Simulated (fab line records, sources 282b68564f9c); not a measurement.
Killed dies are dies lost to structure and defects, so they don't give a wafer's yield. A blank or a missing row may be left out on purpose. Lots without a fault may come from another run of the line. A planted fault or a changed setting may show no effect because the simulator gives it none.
fab line records | flow rit_cmos
record lots=5 wafers=15 last_day=6
route steps=202 shown M1@184
lots that met no fault: from a run of the same line without faults
start_h: hours from the record's first day to the start of the lot's first wafer shown | wait_h: hours since the lot's step before | " the same as in the row above | L1.1+2: a row that stands for several wafers | - no value, or no start given | * or withheld: withheld | < > ~ a bound
route shown NAME@n: a module of which the file shows steps, and the number in the route of the first | usual: mean/standard deviation of fault-free wafers | same: alike in all rows | chamber/n: place in a boat | sites: the reading at each site | _std_site: their standard deviation | _edge_site: outer sites' mean less inner sites' | radius_mm: how far each site lies from the wafer's centre | mask NAME#n: copy n | behind: the tool/chamber that last shaped the wafer | hold: why the lot was held/for how many hours/how that ended | device: the transistor (n, p or np) that didn't switch | end of line: the same wafers' tests at the end of the route | a step without rows: its recipe alone | killed: dies lost to structure and defects at the first sort, not the wafer's yield | map: a wafer's dies, x killed, . not, _ none there
set.NAME: the setting as run; set.NAME@STEP: as run at that earlier step | model.NAME: the simulator's own value behind a step, which no gauge read
lots at some steps of the route; a table a step, a row a wafer
services: from which hour (start_h, from the record's first day; less than 0 if before it) a tool's chamber was out of use, for how many hours, and why
## steps
# step RIT_M1_SPUTTER_00
# recipe material=Al target_thk_nm=400 power_w=2000 chamber_pressure_pa=0.4 gas=Ar time_s=500 substrate_temp_c=25
# usual cathode_dc_power_W=2000.0/0.36 throttle_valve_pct=29.9/1.3
# columns lot.wafer tool chamber start_h wait_h cathode_dc_power_W throttle_valve_pct
L997.1 pvd_sputter-01 - 54.08 0.0 1999.4 29.7
L997.5 " - " " 2000.3 29.6
L997.6 " - " " 2000.4 30.4
L100.3 pvd_sputter-02 - 69.20 0.0 2000.4 31.6
L100.4 " - " " 1999.6 29.8
L100.5 " - " " 2000.4 28.0
L102.3 pvd_sputter-02 - 78.10 0.0 2000.2 29.6
L102.4 " - " " 2000.5 27.8
L102.5 " - " " 1999.2 31.0
L111.1 pvd_sputter-02 - 123.10 0.0 2000.1 29.7
L111.2 " - " " 2000.7 28.0
L111.6 " - " " 1999.9 31.1
L115.1 pvd_sputter-02 - 143.73 0.0 1999.5 27.9
L115.3 " - " " 1999.6 31.2
L115.6 " - " " 1999.9 30.9
# step RIT_M1_RS_MEAS_01
# recipe thk_meas_gauge=four-point-probe reads=Al_of_M1_SPUTTER_00
# usual M1_AL_RS=0.0734/0.00078
# columns lot.wafer tool chamber start_h wait_h M1_AL_RS[ohm/sq]
L997.1 film_metro-01 - 54.38 0.1 0.0727
L997.5 " - " " 0.0728
L997.6 " - " " 0.0736
L100.3 film_metro-01 - 69.53 0.2 0.0737
L100.4 " - " " 0.0734
L100.5 " - " " 0.0730
L102.3 film_metro-03 - 78.44 0.2 0.0743
L102.4 " - " " 0.0733
L102.5 " - " " 0.0740
L111.1 film_metro-04 - 123.40 0.1 0.0742
L111.2 " - " " 0.0739
L111.6 " - " " 0.0741
L115.1 film_metro-03 - 144.03 0.1 0.0721
L115.3 " - " " 0.0718
L115.6 " - " " 0.0722
# step RIT_M1_THK_MEAS_02
# recipe thk_meas_gauge=xrf reads=Al_of_M1_SPUTTER_00
# usual M1_AL_THK=397/4.7
# columns lot.wafer tool chamber start_h wait_h M1_AL_THK[nm]
L997.1 film_metro-01 - 54.50 0.1 401
L997.5 " - " " 403
L997.6 " - " " 394
L100.3 film_metro-01 - 69.63 0.1 396
L100.4 " - " " 397
L100.5 " - " " 398
L102.3 film_metro-03 - 78.54 0.1 391
L102.4 " - " " 394
L102.5 " - " " 391
L111.1 film_metro-04 - 123.52 0.1 392
L111.2 " - " " 394
L111.6 " - " " 391
L115.1 film_metro-03 - 144.15 0.1 403
L115.3 " - " " 403
L115.6 " - " " 402
# step RIT_M1_HMDS_03
# recipe prime_time_s=60 prime_temp_c=140
# step RIT_M1_COAT_04
# recipe resist=NOVOLAK spin_rpm=2000 resist_thk_nm=1300
# step RIT_M1_SOFTBAKE_05
# recipe resist=NOVOLAK temp_c=90 time_s=60
# step RIT_M1_EXPOSE_06
# recipe mask_id=M12 na=0.6 source_shape=conventional sigma_outer=0.5 target_cd_nm=2600 dose_mj=250
# step RIT_M1_PEB_07
# recipe resist=NOVOLAK temp_c=withheld time_s=withheld
# step RIT_M1_DEVELOP_08
# recipe resist=NOVOLAK develop_time_s=68 dev_temp_c=23
# step RIT_M1_CD_MEAS_09
# recipe target_cd_nm=2600
# usual cd_nm=2599.9/2.7
# columns lot.wafer tool chamber start_h wait_h cd_nm
L997.1 cd_sem-02 - 55.61 - 2597.6
L997.5 " - " " 2602.3
L997.6 " - " " 2601.9
L100.3 cd_sem-02 - 70.66 - 2595.2
L100.4 " - " " 2596.8
L100.5 " - " " 2595.1
L102.3 cd_sem-02 - 79.50 - 2597.7
L102.4 " - " " 2597.9
L102.5 " - " " 2597.2
L111.1 cd_sem-02 - 124.58 - 2594.6
L111.2 " - " " 2595.5
L111.6 " - " " 2595.0
L115.1 cd_sem-02 - 145.09 - 2599.7
L115.3 " - " " 2602.0
L115.6 " - " " 2600.8
# step RIT_M1_OVL_MEAS_10
# usual M1_OVL=0.9/1.5
# columns lot.wafer tool chamber start_h wait_h M1_OVL[nm]
L997.1 overlay-01 - 55.73 0.1 -0.1
L997.5 " - " " 0.9
L997.6 " - " " -1.0
L100.3 overlay-01 - 70.75 0.1 1.4
L100.4 " - " " 0.0
L100.5 " - " " -0.6
L102.3 overlay-02 - 79.59 0.1 1.3
L102.4 " - " " 2.5
L102.5 " - " " 1.0
L111.1 overlay-01 - 124.70 0.1 1.5
L111.2 " - " " 1.4
L111.6 " - " " 3.1
L115.1 overlay-01 - 145.21 0.1 1.9
L115.3 " - " " -0.2
L115.6 " - " " 0.5
# step RIT_M1_HARDBAKE_11
# recipe resist=NOVOLAK temp_c=140 time_s=120
# step RIT_M1_METAL_ETCH_12
# recipe stop_on=SiO2 chemistry=Cl2/BCl3 target=Al time_s=165 over_etch_frac=0.5 pressure_mtorr=100 target_depth_a=6000 rf_w=250 Cl2_flow_sccm=60 bcl3_flow_sccm=50
# usual drypump_motor_current_A=5.7/0.39 oes_product_au=0.780/0.017 over_etch_frac=0.5/0 throttle_valve_pct=8.19/0.089
# columns lot.wafer tool chamber start_h wait_h drypump_motor_current_A oes_product_au over_etch_frac rf_hours_counter_h throttle_valve_pct model.NOVOLAK_of_M1_COAT_04.thk_nm
L997.1 rie_metal-03 0 56.02 0.2 5.9 0.806 0.5 4 8.15 808.9
L997.5 " 1 " " 5.1 0.790 0.5 - 8.06 814.1
L997.6 " 0 " " 5.9 0.808 0.5 - 8.14 811.3
L100.3 rie_metal-03 0 71.08 0.2 5.9 0.810 0.5 - 8.13 804.8
L100.4 " 1 " " 5.0 0.780 0.5 - 8.07 808.5
L100.5 " 1 " " 5.1 0.778 0.5 - 8.07 807.3
L102.3 rie_metal-02 1 79.93 0.2 5.7 0.759 0.5 - 8.23 822.6
L102.4 " 0 " " 6.2 0.781 0.5 - 8.28 806.4
L102.5 " 1 " " 5.7 0.754 0.5 - 8.22 818.8
L111.1 rie_metal-02 0 124.99 0.2 6.3 0.772 0.5 33 8.27 808.2
L111.2 " 1 " " 5.7 0.749 0.5 32 8.21 819.1
L111.6 " 1 " " 5.7 0.756 0.5 - 8.21 817.1
L115.1 rie_metal-03 1 145.49 0.2 5.1 0.837 0.36135 5 8.07 840.6
L115.3 " 1 " " 5.1 0.834 0.36135 - 8.05 839.4
L115.6 " 1 " " 5.1 0.839 0.36135 - 8.06 838.9
# step RIT_M1_STRIP_13
# recipe chemistry=nmp resist=NOVOLAK temp_c=80 time_s=600 dry=n2_spin
# step RIT_M1_PROBE_99
# usual defect_limited_yield=97.5/1.2 killed_at_front_end=7/3 killed_dies=7/3.1 killed_open=3.4/2.1 killed_short=3.2/1.9 sort_bin_3_pad_short=0.1/0.25 sort_bin_5_function=1.4/0.76 sort_bin_6_memory=1.0/0.7 sort_n_pass=257/3.1 sort_yield_pct=97.5/1.2
# same gross_dies=264 killed_at_M0_to_M3=0 killed_at_M4_up=0 killed_at_back_side=0 killed_at_contacts=0 killed_at_other=0
# columns lot.wafer tool chamber start_h wait_h defect_limited_yield[%] killed_at_front_end killed_dies killed_open killed_short sort_bin_3_pad_short[%] sort_bin_5_function[%] sort_bin_6_memory[%] sort_n_pass sort_yield_pct[%]
L100.3 prober-01 - 73.38 0.2 98.1 5 5 1 4 0 0.8 1.1 259 98.1
L100.4 prober-01 - 73.43 0.2 97.0 8 8 5 3 0 1.9 1.1 256 97.0
L100.5 prober-01 - 73.48 0.2 97.0 8 8 2 6 0.8 1.1 1.1 256 97.0
L102.3 prober-01 - 82.22 0.2 97.7 6 6 3 3 0 0.8 1.5 258 97.7
L102.4 prober-01 - 82.27 0.2 98.5 4 4 3 1 0 0.8 0.8 260 98.5
L102.5 prober-01 - 82.32 0.2 98.9 3 3 1 2 0 0 1.1 261 98.9
L111.1 prober-02 - 127.24 0.1 97.7 6 6 4 2 0 1.1 1.1 258 97.7
L111.2 prober-02 - 127.29 0.1 98.9 3 3 1 2 0.4 0.4 0.4 261 98.9
L111.6 prober-02 - 127.49 0.2 98.9 3 3 1 2 0.4 0.4 0.4 261 98.9
# killed by level:class
L100.3 GATE:geometric_particle:short=2 FOX1:geometric_particle:short=1 FOX2:geometric_particle:open=1 REOX:geometric_particle:short=1
L100.4 SPACER:geometric_particle:open=3 GATE:geometric_particle:open=2 GATE:geometric_particle:short=2 SPACER:geometric_particle:short=1
L100.5 GATE:geometric_particle:short=5 GATE:geometric_particle:open=1 REOX:geometric_particle:open=1 SPACER:geometric_particle:short=1
L102.3 GATE:geometric_particle:short=2 FOX1:geometric_particle:short=1 FOX1:geometric_particle:open=1 FOX2:geometric_particle:open=1 REOX:geometric_particle:open=1
L102.4 FOX1:geometric_particle:open=1 GATE:geometric_particle:open=1 GATE:geometric_particle:short=1 SILICIDE:geometric_particle:open=1
L102.5 GATE:geometric_particle:open=1 GATE:geometric_particle:short=1 REOX:geometric_particle:short=1
L111.1 SPACER:geometric_particle:open=2 SILICIDE:geometric_particle:open=2 GATE:geometric_particle:short=1 REOX:geometric_particle:short=1
L111.2 FOX2:geometric_particle:short=1 GATE:geometric_particle:open=1 REOX:geometric_particle:short=1
L111.6 GATE:geometric_particle:short=1 SPACER:geometric_particle:open=1 SILICIDE:geometric_particle:short=1
## services
# columns tool chamber start_h hours kind
rie_metal-02 0 83.78 8.7 repair
pvd_sputter-01 - 107.00 1.3 repair
rie_metal-02 - 136.12 20.0 pm
rie_metal-02 0 136.12 20.0 vent_cycle
rie_metal-02 1 136.12 20.0 vent_cycle
## key
first_sign step=RIT_M1_METAL_ETCH_12 reading=over_etch_frac direction=down sigmas=99+ usual=0.5 struck=0.36135
effect step=RIT_M1_METAL_ETCH_12 reading=oes_product_au direction=up sigmas=3.3 usual=0.780 struck=0.837
model_effect step=RIT_M1_METAL_ETCH_12 value=NOVOLAK_of_M1_COAT_04.thk_nm without=809.1 struck=839.6
met_at RIT_M1_METAL_ETCH_12
struck_wafers L115.1,L115.3,L115.6
onset_between 71.08 145.49
fault kind=process_parameter_drift tool=rie_metal-03 chamber=1 onset_h=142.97 steps=RIT_M1_METAL_ETCH_12 channel=over_etch_frac offset=-0.13865 shape=step end_h=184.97 stated=0.5
